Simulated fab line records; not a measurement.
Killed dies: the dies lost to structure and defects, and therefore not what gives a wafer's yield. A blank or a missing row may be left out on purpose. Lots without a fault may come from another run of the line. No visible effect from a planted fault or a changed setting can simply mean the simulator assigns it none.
What tool caused it? -- flow rit cmos -- 45 wafers sampled from 15 lots at 1 step of a route of 202

## WHAT THE GAUGES READ, wafer by wafer
The record holds no reading of a measuring or inspecting step that can be judged against a usual standard deviation.

## TOOL THAT RAN EACH LOT (tool first, then ch and the chambers of the sampled wafers, then the start)
lot,RIT_M1_DEVELOP_08
L507,"litho track-03 ch 0, day 3 18:00"
L509,"litho track-04 ch 0, day 4 03:00"
L510,"litho track-04 ch 0, day 4 08:00"
L513,"litho track-03 ch 0, day 4 23:00"
L514,"litho track-03 ch 0, day 5 03:00"
L517,"litho track-01 ch 0, day 5 18:00"
L519,"litho track-01 ch 0, day 6 06:00"
L520,"litho track-03, day 6 13:00"
L521,"litho track-04, day 6 14:00"
L522,"litho track-01, day 6 20:00"
L523,"litho track-01 ch 0, day 7 06:00"
L525,"litho track-03 ch 0, day 7 14:00"
L526,"litho track-03 ch 0, day 7 18:00"
L527,"litho track-03 ch 0, day 7 19:00"
L528,"litho track-03 ch 0, day 8 01:00"
- RIT_M1_DEVELOP_08: develop time 68 s.

## WHAT THE TOOLS THEMSELVES READ (means of the sampled wafers that have a number; where no wafer has one, the mark that the record gives instead)
RIT_M1_DEVELOP_08.
lot,tool,chill plate temp C (C)
L507,litho track-03,22.91
L509,litho track-04,23.11
L510,litho track-04,22.96
L513,litho track-03,22.95
L514,litho track-03,22.91
L517,litho track-01,22.99
L519,litho track-01,23.04
L520,litho track-03,-
L521,litho track-04,-
L522,litho track-01,-
L523,litho track-01,23.02
L525,litho track-03,23.13
L526,litho track-03,23.01
L527,litho track-03,23.01
L528,litho track-03,22.93

## THE ANSWER, worked out from the rows above alone
Rule: usual is defined by the lots themselves. The widest of any qualifying gaps counts: lots, ordered by their means at a reading, are off when they make up no more than a third of the lots, leave a main group of 4 or more, and stand apart from it by 3 or more times the standard deviation of that group's means. If all means in a main group match to the digits the tables above print for the reading, that group is not used. Also off: a lot with no number at a reading for which 4 or more lots have one. Where the step has rows for the other lots, those lots are counted as sound. The gauges are gone through in route order, then the tools' own readings, and for those a lot's mean is taken as printed above. At the first step where some lot is off, the reading lying furthest off is the one used; lots without a number count as furthest.
Off: L520, L521, L522, at RIT_M1_DEVELOP_08 (chill plate temp C). Without a number there: L520, L521, L522. The main group: mean 23.00 C, standard deviation 0.069.
A tool fits if, at that step or a process step before it, it ran every lot that is off, and no sound lot after the first of them. Not one of the candidates tried fits.

## WHAT THE SIMULATOR PUT IN
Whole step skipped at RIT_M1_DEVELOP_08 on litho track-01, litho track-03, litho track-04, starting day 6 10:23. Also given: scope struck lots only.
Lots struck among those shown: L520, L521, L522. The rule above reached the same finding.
